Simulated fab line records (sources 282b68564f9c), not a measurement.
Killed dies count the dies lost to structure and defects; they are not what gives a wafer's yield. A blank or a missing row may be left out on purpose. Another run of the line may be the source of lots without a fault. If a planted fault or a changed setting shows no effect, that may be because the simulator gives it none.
Which tool is to blame? :: flow ritCmos :: 21 wafers from 7 lots sampled at 2 of the route's 202 steps

## WHAT EACH GAUGE READ, for each wafer
RIT_REOX_THK_MEAS_04.
lot: L153
measured: day 3 03:51
on: filmMetro-03
REOX_OXIDE_THK (nm): 25.0 25.1 24.6

lot: L155
measured: day 3 13:25
on: filmMetro-01
REOX_OXIDE_THK (nm): 25.7 25.9 25.4

lot: L157
measured: day 3 22:32
on: filmMetro-01
REOX_OXIDE_THK (nm): 25.1 25.6 24.9

lot: L160
measured: day 4 19:16
on: filmMetro-02
REOX_OXIDE_THK (nm): 25.6 26.2 26.2

lot: L162
measured: day 5 00:26
on: filmMetro-02
REOX_OXIDE_THK (nm): 25.1 25.1 25.1

lot: L170
measured: day 6 16:50
on: filmMetro-01
REOX_OXIDE_THK (nm): 32.9 33.0 32.3

lot: L173
measured: day 7 06:28
on: filmMetro-02
REOX_OXIDE_THK (nm): 25.5 24.9 25.2

## WHAT TOOL EACH LOT RAN ON (gives the tool, then ch and the chambers of the sampled wafers, and finally the start)
lot: L153
RIT_REOX_OXIDATION_03: furnace-02 ch 0, day 3 01:18

lot: L155
RIT_REOX_OXIDATION_03: furnace-01 ch 0, day 3 10:52

lot: L157
RIT_REOX_OXIDATION_03: furnace-03 ch 0, day 3 19:59

lot: L160
RIT_REOX_OXIDATION_03: furnace-01 ch 0, day 4 16:43

lot: L162
RIT_REOX_OXIDATION_03: furnace-01 ch 0, day 4 21:53

lot: L170
RIT_REOX_OXIDATION_03: furnace-03 ch 0, day 6 14:16

lot: L173
RIT_REOX_OXIDATION_03: furnace-02 ch 0, day 7 03:54
- RIT_REOX_OXIDATION_03: target thk 25.2 nm, ox time 5580 s.

## THE ANSWER, worked out from the rows above alone
Rule: usual is defined by the lots themselves. The widest of any qualifying gaps counts: lots, ordered by their means at a reading, are off when they make up no more than a third of the lots, leave a main group of 4 or more, and stand apart from it by 3 or more times the standard deviation of that group's means. The tables above print the reading to a certain number of digits; a main group whose means all agree to those digits is not used. Also off: a lot with no number at a reading for which 4 or more lots have one. All remaining lots with rows at the step are treated as sound.
Off: at RIT_REOX_THK_MEAS_04 (REOX_OXIDE_THK), L170. Main group: mean 25.3 nm, sd 0.37.
If a tool, at a process step before that reading, ran all the lots that are off and no sound lot after the first of them, it fits. Those tools and the gauges at RIT_REOX_THK_MEAS_04 are tried in the same way. Can't be told from this: 2 tools fit, furnace-03 at RIT_REOX_OXIDATION_03, filmMetro-01 at RIT_REOX_THK_MEAS_04.

## WHAT WAS PUT IN BY THE SIMULATOR
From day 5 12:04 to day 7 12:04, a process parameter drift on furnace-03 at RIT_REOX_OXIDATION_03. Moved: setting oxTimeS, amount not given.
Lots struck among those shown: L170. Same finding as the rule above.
